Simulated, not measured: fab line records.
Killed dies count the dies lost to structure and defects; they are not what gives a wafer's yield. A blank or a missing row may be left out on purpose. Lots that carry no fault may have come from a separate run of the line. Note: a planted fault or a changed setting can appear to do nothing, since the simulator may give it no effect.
Struck lot and sound lot, side by side ; flow rit_cmos ; 44 out of 202 route steps
Sound: wafers L373.2, L373.3, L373.5. The struck wafers were L383.3, L383.4, L383.5. The cause is given at the end.
For every step that has rows: the tool of each side, followed by ch and its chambers, followed by its first start. Under that, the readings that differ: sound wafers ; struck wafers ; difference of the means ; sigmas: that difference in standard deviations of wafers without a fault.
alike: readings whose means differ by less than 2 such deviations, and words and numbers that are the same on both sides. not compared: withheld readings, readings that some wafer has no value for, bounds like >300 that may hide the same value, and numbers for which the record gives no deviation and whose values overlap.
The two part at a step that has a row with sigmas, a row that says differs or no value, or rows on one side only. Numbers that have no deviation but don't overlap get no sigmas and don't part them. A reading missing from all wafers of one side parts the sides only when that side holds two or more wafers.

first, 2 steps without rows for these wafers: RIT_NLDD_HARDBAKE_07 (time 60 s); RIT_NLDD_IMPLANT_08.
RIT_NLDD_STRIP_09: strips in O2, time 180 s.
  sound on plasma_asher-04 ch 0,1, day 3 10:34; struck on plasma_asher-04 ch 0,1, day 5 12:10
  alike: drypump_motor_current_A
  not compared: rf_hours_counter_h
RIT_NLDD_TW_MEAS_10:
  sound on film_metro-01, day 3 10:46; struck on film_metro-03, day 5 12:17
  alike: NLDD_TW
then, 6 steps without rows for these wafers: RIT_PLDD_HMDS_00 (prime time 60 s); RIT_PLDD_COAT_01 (resist thk 1000 nm); RIT_PLDD_SOFTBAKE_02 (time 60 s); RIT_PLDD_EXPOSE_03 (exposes mask M8, target cd 40900 nm); RIT_PLDD_PEB_04; RIT_PLDD_DEVELOP_05 (develop time 50 s).
RIT_PLDD_OVL_MEAS_06:
  sound on overlay-02, day 3 11:41; struck on overlay-02, day 5 13:19
  alike: PLDD_OVL
then, 1 step without rows for these wafers: RIT_PLDD_HARDBAKE_07 (time 60 s).
RIT_PLDD_IMPLANT_08:
  sound on implanter-04 ch 0, day 3 11:54; struck on implanter-01 ch 0, day 5 13:32
reading;sound;struck;difference;sigmas
dose_ions_cm2;9.008e+14 9.008e+14 9.002e+14;9.962e+14 9.959e+14 9.96e+14;+9.543e+13;+95
faraday_current_uA;2871 2850 2891;3158 3176 3078;+267;+5
RIT_PLDD_STRIP_09: strips in O2, time 180 s.
  sound on plasma_asher-01 ch 0,1, day 3 12:01; struck on plasma_asher-03 ch 0,1, day 5 13:42
  alike: drypump_motor_current_A
  not compared: rf_hours_counter_h
RIT_PLDD_TW_MEAS_10:
  sound on film_metro-01, day 3 12:13; struck on film_metro-01, day 5 13:50
reading;sound;struck;difference;sigmas
PLDD_TW;2358 2346 2346;2427 2420 2430;+76;+3
then, 4 steps without rows for these wafers: RIT_SPACER_CLEAN_00 (cleans in SC1, time 574.3 s); RIT_SPACER_CLEAN_01 (cleans in dHF, time 30 s); RIT_SPACER_CLEAN_02 (cleans in SC2, time 600 s); RIT_SPACER_CVD_03 (deposits Si3N4 from SiH2Cl2/NH3, target thk 250 nm, time 3300 s).
RIT_SPACER_THK_MEAS_04:
  sound on film_metro-01, day 3 14:33; struck on film_metro-01, day 5 16:11
  alike: SPACER_NITRIDE_THK
RIT_SPACER_ETCHBACK_05: etches Si3N4 in SF6/CHF3, stops on SiO2, target depth 250 nm, time 240 s.
  sound on rie_diel-03 ch 0,1,3, day 3 14:36; struck on rie_diel-03 ch 0,2, day 5 16:13
  alike: SF6_flow_sccm, drypump_motor_current_A, oes_product_au, rf_fwd_power_W, throttle_valve_pct
  not compared: rf_hours_counter_h
then, 6 steps without rows for these wafers: RIT_NSD_HMDS_00 (prime time 60 s); RIT_NSD_COAT_01 (resist thk 1000 nm); RIT_NSD_SOFTBAKE_02 (time 60 s); RIT_NSD_EXPOSE_03 (exposes mask M9, target cd 40700 nm); RIT_NSD_PEB_04; RIT_NSD_DEVELOP_05 (develop time 50 s).
RIT_NSD_OVL_MEAS_06:
  sound on overlay-02, day 3 15:46; struck on overlay-01, day 5 17:14
  alike: NSD_OVL
then, 2 steps without rows for these wafers: RIT_NSD_HARDBAKE_07 (time 60 s); RIT_NSD_IMPLANT_08.
RIT_NSD_STRIP_09: strips in O2, time 180 s.
  sound on plasma_asher-01 ch 1, day 3 16:06; struck on plasma_asher-02 ch 0,1, day 5 17:37
  alike: drypump_motor_current_A
  not compared: rf_hours_counter_h
RIT_NSD_TW_MEAS_10:
  sound on film_metro-01, day 3 16:17; struck on film_metro-02, day 5 17:45
  alike: NSD_TW
then, 6 steps without rows for these wafers: RIT_PSD_HMDS_00 (prime time 60 s); RIT_PSD_COAT_01 (resist thk 1000 nm); RIT_PSD_SOFTBAKE_02 (time 60 s); RIT_PSD_EXPOSE_03 (exposes mask M10, target cd 40900 nm); RIT_PSD_PEB_04; RIT_PSD_DEVELOP_05 (develop time 50 s).
RIT_PSD_OVL_MEAS_06:
  sound on overlay-02, day 3 17:11; struck on overlay-02, day 5 18:43
  alike: PSD_OVL
then, 2 steps without rows for these wafers: RIT_PSD_HARDBAKE_07 (time 60 s); RIT_PSD_IMPLANT_08.
RIT_PSD_STRIP_09: strips in O2, time 180 s.
  sound on plasma_asher-03 ch 1, day 3 17:31; struck on plasma_asher-01 ch 0,1, day 5 19:11
  alike: drypump_motor_current_A
  not compared: rf_hours_counter_h
RIT_SDANNEAL_RS_MEAS_06: measurement is done with a four-point probe.
  sound on film_metro-01, day 3 18:28; struck on film_metro-01, day 5 20:04
reading;sound;struck;difference;sigmas
PLDD_RS (ohm/sq);179.3 179.1 178.8;170.5 170.7 170.6;-8.5;-19
RIT_M1_PROBE_99:
  sound on prober-02, day 4 01:43; struck on prober-01, day 6 03:46
reading;sound;struck;difference;sigmas
killed_at_contacts;0 2 0;0 0 0;-1;-2
  alike: killed_at_M0_to_M3, killed_at_front_end, killed_dies, killed_open, killed_short

WHERE THEY PART
Earliest at RIT_PLDD_IMPLANT_08; latest, in this record, at RIT_M1_PROBE_99.

WHY: the cause the simulator had injected
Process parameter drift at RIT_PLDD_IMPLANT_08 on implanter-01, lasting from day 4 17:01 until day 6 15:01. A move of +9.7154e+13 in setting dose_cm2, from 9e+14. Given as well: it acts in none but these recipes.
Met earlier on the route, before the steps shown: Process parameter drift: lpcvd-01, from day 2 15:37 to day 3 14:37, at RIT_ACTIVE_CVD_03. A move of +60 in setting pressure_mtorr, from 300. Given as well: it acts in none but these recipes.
